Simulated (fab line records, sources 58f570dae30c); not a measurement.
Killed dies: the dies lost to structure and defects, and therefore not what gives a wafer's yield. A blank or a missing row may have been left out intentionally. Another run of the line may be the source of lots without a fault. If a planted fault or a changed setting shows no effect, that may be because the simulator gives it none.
Shared-tool check    flow berkeleyCmos170    14 lots, 42 wafers sampled

== WHY THIS WAS OPENED ==
2 of 14 lots carry a flag on the reading NWELL_TW at UCB170_NWELL_TW_MEAS_16. Fault-free wafers read 1255, with a standard deviation of 5.3.
Rule: flag the lot when none of its wafers has a number, or when each of its wafers that has one lies beyond 4 standard deviations from that mean. All remaining lots are regarded as sound.

lot   measured     on            NWELL_TW, wafer by wafer  flag
L568  day 2 15:41  filmMetro-04  1258 1258 1253            
L569  day 2 22:20  filmMetro-02  1265 1265 1263            
L570  day 2 22:36  filmMetro-04  1255 1255 1254            
L572  day 3 08:50  filmMetro-04  1250 1248 1242            
L573  day 3 09:07  filmMetro-02  1256 1258 1250            
L578  day 4 17:32  filmMetro-04  1210 1204 1204            FLAGGED
L581  day 5 00:28  filmMetro-02  1202 1210 1201            FLAGGED
L582  day 5 00:42  filmMetro-02  1246 1258 1259            
L583  day 5 17:32  filmMetro-02  1259 1253 1259            
L585  day 6 06:03  filmMetro-01  1250 1255 1258            
L588  day 6 13:36  filmMetro-01  1251 1252 1254            
L587  day 6 13:53  filmMetro-01  1251 1256 1257            
L589  day 6 21:44  filmMetro-02  1263 1255 1261            
L591  day 7 09:29  filmMetro-04  1260 1259 1251            
Average over the flagged lots: 1205; offset from the usual -50, equal to -9 standard deviations.

== EACH LOT AND THE TOOL IT RAN ON ==
The record keeps 1 process step preceding the reading, out of 331 steps on the route. In each cell: the tool, then ch and the chambers that the sampled wafers went through, then the start.
lot   flag     UCB170_NWELL_IMPLANT_14
L568           implanter-03 ch 0, day 2 15:26
L569           implanter-04 ch 0, day 2 22:04
L570           implanter-01 ch 0, day 2 22:22
L572           implanter-03 ch 0, day 3 08:35
L573           implanter-03 ch 0, day 3 08:52
L578  FLAGGED  implanter-03 ch 0, day 4 17:17
L581  FLAGGED  implanter-03 ch 0, day 5 00:14
L582           implanter-04 ch 0, day 5 00:28
L583           implanter-01 ch 0, day 5 17:17
L585           implanter-04 ch 0, day 6 05:50
L588           implanter-04 ch 0, day 6 13:22
L587           implanter-04 ch 0, day 6 13:40
L589           implanter-04 ch 0, day 6 21:29
L591           implanter-04 ch 0, day 7 09:17
What is done by these steps:
- UCB170_NWELL_IMPLANT_14
- UCB170_NWELL_TW_MEAS_16

== FLAGGED OVER TOTAL, TOOL BY TOOL (the gauges that took the reading come last) ==
step                     tool          lots run  flagged  share of the flagged lots  sound lots run after its first flagged lot
UCB170_NWELL_IMPLANT_14  implanter-01  2         0        none                       -
UCB170_NWELL_IMPLANT_14  implanter-03  5         2        all                        0
UCB170_NWELL_IMPLANT_14  implanter-04  7         0        none                       -
UCB170_NWELL_TW_MEAS_16  filmMetro-01  3         0        none                       -
UCB170_NWELL_TW_MEAS_16  filmMetro-02  6         1        some                       3 (L582,L583,L589)
UCB170_NWELL_TW_MEAS_16  filmMetro-04  5         1        some                       1 (L591)

== WHAT THE TABLE ALLOWS ==
1 row of the table ran every flagged lot: implanter-03 at UCB170_NWELL_IMPLANT_14.
- implanter-03 at UCB170_NWELL_IMPLANT_14 ran 5 lots, 2 of them flagged. Last sound lot L573 at day 3 08:52, first flagged lot L578 at day 4 17:17; a fault beginning in between fits. Its own readings (doseIonsCm2, faradayCurrentUA) fall more than 4 standard deviations out on all wafers of the flagged lots.
What remains is a single tool, implanter-03 at UCB170_NWELL_IMPLANT_14.

== WHAT THE SIMULATOR HAD PUT IN ==
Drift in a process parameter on implanter-03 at UCB170_NWELL_IMPLANT_14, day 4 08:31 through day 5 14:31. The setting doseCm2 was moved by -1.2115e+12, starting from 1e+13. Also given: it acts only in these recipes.
Lots struck among those shown: L578, L581. This agrees with what the rule above found.
